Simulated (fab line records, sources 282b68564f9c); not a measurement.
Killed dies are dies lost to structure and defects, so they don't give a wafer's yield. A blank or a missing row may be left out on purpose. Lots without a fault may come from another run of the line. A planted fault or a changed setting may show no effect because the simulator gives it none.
fab line records | flow rit_cmos | part 2 of 2: steps 33 to 34 of 34
record lots=5 wafers=23
route steps=202 shown GATE@81 NLDD@104 SDANNEAL@154 CONTACT@175 M1@190
start_h: hours from the record's first day to the start of the lot's first wafer shown | wait_h: hours since the lot's step before | " the same as in the row above | L1.1+2: a row that stands for several wafers | - no value, or no start given | * or withheld: withheld | < > ~ a bound
route shown NAME@n: a module of which the file shows steps, and the number in the route of the first | usual: mean/standard deviation of fault-free wafers | same: alike in all rows | chamber/n: place in a boat | sites: the reading at each site | _std_site: their standard deviation | _edge_site: outer sites' mean less inner sites' | radius_mm: how far each site lies from the wafer's centre | mask NAME#n: copy n | behind: the tool/chamber that last shaped the wafer | hold: why the lot was held/for how many hours/how that ended | device: the transistor (n, p or np) that didn't switch | end of line: the same wafers' tests at the end of the route | a step without rows: its recipe alone | killed: dies lost to structure and defects at the first sort, not the wafer's yield | map: a wafer's dies, x killed, . not, _ none there
set.NAME: the setting as run; set.NAME@STEP: as run at that earlier step | model.NAME: the simulator's own value behind a step, which no gauge read
lots whose settings were changed on purpose; a table a step, a row a wafer
## steps
# step RIT_M1_METAL_ETCH_12
# recipe stop_on=SiO2 chemistry=Cl2/BCl3 target=Al time_s=165 over_etch_frac=0.5 pressure_mtorr=100 target_depth_a=6000 rf_w=242.8 Cl2_flow_sccm=60 bcl3_flow_sccm=50
# columns lot.wafer tool chamber start_h wait_h set.dose_mj@M1_EXPOSE_06 model.M1.cd_nm
L074.1 rie_metal-01 0 60.52 0.2 250 2599
L074.2 " 1 " " 242.1 2612
L074.3 " 0 " " 250 2600
L074.5 " 0 " " 242.1 2606
L074.6 " 1 " " 250 2601
L075.1 rie_metal-02 0 67.40 0.2 250 2597
L075.2 " 1 " " 250 2598
L075.3 " 1 " " 231.7 2618
L075.5 " 1 " " 250 2599
L075.6 " 0 " " 231.7 2620
L077.1 rie_metal-01 1 73.97 0.2 264.8 2587
L077.2 " 0 " " 250 2598
L077.3 " 0 " " 250 2601
L077.4 " 1 " " 264.8 2586
L077.5 " 0 " " 264.8 2585
L083.1 rie_metal-01 1 107.60 0.2 250 2601
L083.4 " 1 " " 250 2600
L083.5 " 1 " " 250 2599
L085.1 rie_metal-03 0 117.40 0.2 250 2605
L085.2+4 " 1,0 " " 250 2603
L085.5 " 0 " " 265.7 2584
L085.6 " 1 " " 265.7 2585
# step RIT_M1_PROBE_99
# usual killed_at_contacts=0.1/0.36 killed_at_front_end=7/3.1 killed_dies=7/3.3 killed_open=3.8/2.5 killed_short=3.4/2.1
# same gross_dies=264 killed_at_M0_to_M3=0 killed_at_M4_up=0 killed_at_back_side=0 killed_at_other=0
# columns lot.wafer tool chamber start_h wait_h set.dose_mj@GATE_EXPOSE_13 killed_at_contacts killed_at_front_end killed_dies killed_open killed_short model.etest.nmos_0p15.drive_ua_um model.etest.nmos_0p15.r_on_ohm_um model.etest.nmos_turned.drive_ua_um model.etest.pmos_0p15.drive_ua_um model.etest.pmos_0p15.r_on_ohm_um model.etest.pmos_turned.r_on_ohm_um
L074.1 prober-02 - 62.77 0.1 380 0 3 3 2 1 - - - - - -
L074.2 prober-02 - 62.82 0.1 380 0 6 6 2 4 - - - - - -
L074.3 prober-02 - 62.87 0.2 365.3 0 11 11 4 5 - - - - - -
L074.5 prober-02 - 62.97 0.2 365.3 0 15 15 7 2 - - - - - -
L074.6 prober-02 - 63.02 0.2 380 0 3 3 3 0 - - - - - -
L075.1 prober-01 - 69.66 0.1 380 0 2 2 2 0 403.8 1143 301 215.3 3052 3762
L075.2 prober-01 - 69.71 0.1 369.4 0 7 7 6 1 337.8 1314 262.6 181.1 3508 4169
L075.3 prober-01 - 69.76 0.2 380 1 15 16 12 4 400.2 1226 299.4 218.6 3043 3730
L075.5 prober-01 - 69.86 0.2 380 0 8 8 5 3 407.2 1151 300.7 220.9 2988 3674
L075.6 prober-01 - 69.91 0.2 369.4 0 4 4 2 2 346.2 1344 265 184.2 3484 4230
L077.1 prober-01 - 76.23 0.1 380 0 8 8 4 4 509.8 1106 352.5 278.6 2668 3328
L077.2 prober-01 - 76.28 0.1 380 1 13 14 7 7 506.3 1116 354 275.4 2721 3320
L077.3 prober-01 - 76.33 0.2 407.4 0 249 249 1 1 719.3 860.6 462.7 410.4 1912 2559
L077.4 prober-01 - 76.38 0.2 407.4 0 242 242 3 5 708.7 865.7 445.1 410.9 1912 2514
L077.5 prober-01 - 76.43 0.2 407.4 0 254 254 5 2 712 870 457.9 413.5 1918 2523
L083.1 prober-01 - 110.02 0.1 380 0 8 8 2 6 469.9 1139 330.6 261 2704 3336
L083.4 prober-01 - 110.17 0.2 380 0 6 6 2 4 471.2 1222 326.6 264.2 2752 3430
L083.5 prober-01 - 110.22 0.2 380 0 9 9 7 2 475.7 1131 332.1 262.1 2706 3348
L085.1 prober-01 - 119.65 0.1 380 0 6 6 4 2 527.6 1102 359.8 284.9 2668 3333
L085.2 prober-01 - 119.70 0.1 380 0 4 4 2 2 526.7 1115 360.8 284.9 2672 3291
L085.4 prober-01 - 119.80 0.2 390.7 0 9 9 2 7 574.5 1048 372.2 317.9 2457 3129
L085.5 prober-01 - 119.85 0.2 390.7 0 7 7 5 1 591.7 1091 380.7 324.6 2460 3142
L085.6 prober-01 - 119.90 0.2 390.7 0 11 11 7 4 610.7 971.6 386.6 332.4 2307 2954
# killed by level:class
L074.1 SPACER:geometric_particle:open=2 FOX1:geometric_particle:short=1
L074.2 FOX2:geometric_particle:short=1 FOX2:geometric_particle:open=1 GATE:geometric_particle:open=1 GATE:geometric_particle:short=1 REOX:geometric_particle:short=1 SPACER:geometric_particle:short=1
L074.3 GATE:geometric_particle:open=4 GATE:geometric_particle:short=3 GATE:area_expose=2 FOX1:geometric_particle:short=1 REOX:geometric_particle:short=1
L074.5 GATE:area_expose=6 SILICIDE:geometric_particle:open=3 GATE:geometric_particle:open=2 SILICIDE:geometric_particle:short=2 FOX1:geometric_particle:open=1 FOX2:geometric_particle:open=1
L074.6 FOX1:geometric_particle:open=3
L075.1 FOX2:geometric_particle:open=1 GATE:geometric_particle:open=1
L075.2 GATE:geometric_particle:open=4 FOX2:geometric_particle:open=1 GATE:geometric_particle:short=1 SPACER:geometric_particle:open=1
L075.3 GATE:geometric_particle:open=5 GATE:geometric_particle:short=4 SPACER:geometric_particle:open=3 REOX:geometric_particle:open=2 SILICIDE:geometric_particle:open=1 CONTACT:geometric_particle:open=1
L075.5 GATE:geometric_particle:short=2 GATE:geometric_particle:open=2 REOX:geometric_particle:open=2 FOX2:geometric_particle:short=1 SPACER:geometric_particle:open=1
L075.6 GATE:geometric_particle:open=2 FOX2:geometric_particle:short=1 GATE:geometric_particle:short=1
L077.1 GATE:geometric_particle:open=2 GATE:geometric_particle:short=2 REOX:geometric_particle:open=2 FOX1:geometric_particle:short=1 SILICIDE:geometric_particle:short=1
L077.2 GATE:geometric_particle:short=4 GATE:geometric_particle:open=3 SPACER:geometric_particle:short=2 FOX1:geometric_particle:short=1 FOX2:geometric_particle:open=1 REOX:geometric_particle:open=1 SPACER:geometric_particle:open=1 CONTACT:geometric_particle:open=1
L077.3 GATE:area_expose=247 FOX2:geometric_particle:open=1 GATE:geometric_particle:short=1
L077.4 GATE:area_expose=234 FOX2:geometric_particle:short=2 GATE:geometric_particle:short=2 FOX1:geometric_particle:open=1 FOX2:geometric_particle:open=1 GATE:geometric_particle:open=1 SPACER:geometric_particle:short=1
L077.5 GATE:area_expose=247 REOX:geometric_particle:open=2 GATE:geometric_particle:open=2 FOX2:geometric_particle:short=1 GATE:geometric_particle:short=1 SPACER:geometric_particle:open=1
L083.1 GATE:geometric_particle:short=4 GATE:geometric_particle:open=2 FOX1:geometric_particle:short=1 SPACER:geometric_particle:short=1
L083.4 GATE:geometric_particle:short=2 SPACER:geometric_particle:short=2 SPACER:geometric_particle:open=2
L083.5 GATE:geometric_particle:open=4 SPACER:geometric_particle:short=2 REOX:geometric_particle:open=1 SPACER:geometric_particle:open=1 SILICIDE:geometric_particle:open=1
L085.1 GATE:geometric_particle:open=3 SILICIDE:geometric_particle:short=2 SILICIDE:geometric_particle:open=1
L085.2 GATE:geometric_particle:open=2 SPACER:geometric_particle:short=1 SILICIDE:geometric_particle:short=1
L085.4 FOX1:geometric_particle:short=3 GATE:geometric_particle:short=2 SPACER:geometric_particle:short=1 SPACER:geometric_particle:open=1 SILICIDE:geometric_particle:open=1 SILICIDE:geometric_particle:short=1
L085.5 GATE:geometric_particle:open=2 SPACER:geometric_particle:open=2 GATE:geometric_particle:short=1 SILICIDE:geometric_particle:open=1 GATE:area_expose=1
L085.6 SPACER:geometric_particle:open=4 FOX1:geometric_particle:open=2 SILICIDE:geometric_particle:short=2 GATE:geometric_particle:short=1 GATE:geometric_particle:open=1 SPACER:geometric_particle:short=1
## key
split step=RIT_GATE_OXIDATION_05 setting=temp_c stated=900 by=lot
response step=RIT_GATE_OXIDATION_05 reading=model.SiO2_of_GATE_OXIDATION_05.thk_nm change=+0.326 per=1% r=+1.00
response step=RIT_GATE_THK_MEAS_07 reading=GATE_OXIDE_THK change=+0.327 per=1% r=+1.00
split step=RIT_GATE_EXPOSE_13 setting=dose_mj stated=380 by=wafer
response step=RIT_GATE_DEVELOP_15 reading=model.GATE.cd_nm change=-5.24 per=1% r=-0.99
response step=RIT_GATE_CD_MEAS_16 reading=cd_nm change=-5.23 per=1% r=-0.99
response step=RIT_GATE_CD_MEAS_90 reading=cd_nm change=-5.29 per=1% r=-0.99
response step=RIT_M1_PROBE_99 reading=model.etest.pmos_0p15.r_on_ohm_um change=-113 per=1% r=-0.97
response step=RIT_M1_PROBE_99 reading=model.etest.pmos_turned.r_on_ohm_um change=-114 per=1% r=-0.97
response step=RIT_M1_PROBE_99 reading=model.etest.nmos_0p15.r_on_ohm_um change=-35.5 per=1% r=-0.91
response step=RIT_M1_PROBE_99 reading=model.etest.nmos_0p15.drive_ua_um change=+27.1 per=1% r=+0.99
response step=RIT_M1_PROBE_99 reading=model.etest.pmos_0p15.drive_ua_um change=+17.5 per=1% r=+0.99
split step=RIT_GATE_STRIP_20 setting=o2_flow_sccm stated=4000 by=wafer
response none clear
split step=RIT_NLDD_COAT_01 setting=spin_rpm stated=3250 by=wafer
response step=RIT_NLDD_COAT_01 reading=model.NOVOLAK_of_NLDD_COAT_01.thk_nm change=-4.83 per=1% r=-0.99
response step=RIT_NLDD_HARDBAKE_07 reading=model.NOVOLAK_of_NLDD_COAT_01.thk_nm change=-4.22 per=1% r=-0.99
split step=RIT_NLDD_IMPLANT_08 setting=dose_cm2 stated=5e+14 by=wafer
response step=RIT_NLDD_TW_MEAS_10 reading=NLDD_TW change=+6.43 per=1% r=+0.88
response step=RIT_SDANNEAL_RS_MEAS_07 reading=NLDD_RS change=-1.19 per=1% r=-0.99
split step=RIT_SDANNEAL_CLEAN_01 setting=time_s stated=30 by=lot
response none clear
split step=RIT_CONTACT_DEVELOP_07 setting=develop_time_s stated=120 by=wafer
response step=RIT_CONTACT_CD_MEAS_08 reading=cd_nm change=+0.795 per=1% r=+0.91
response step=RIT_CONTACT_ETCH_11 reading=model.CONTACT.cd_nm change=+0.784 per=1% r=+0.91
response step=RIT_CONTACT_CD_MEAS_90 reading=cd_nm change=+0.784 per=1% r=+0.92
split step=RIT_M1_EXPOSE_06 setting=dose_mj stated=250 by=wafer
response step=RIT_M1_CD_MEAS_09 reading=cd_nm change=-2.81 per=1% r=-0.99
response step=RIT_M1_METAL_ETCH_12 reading=model.M1.cd_nm change=-2.76 per=1% r=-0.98
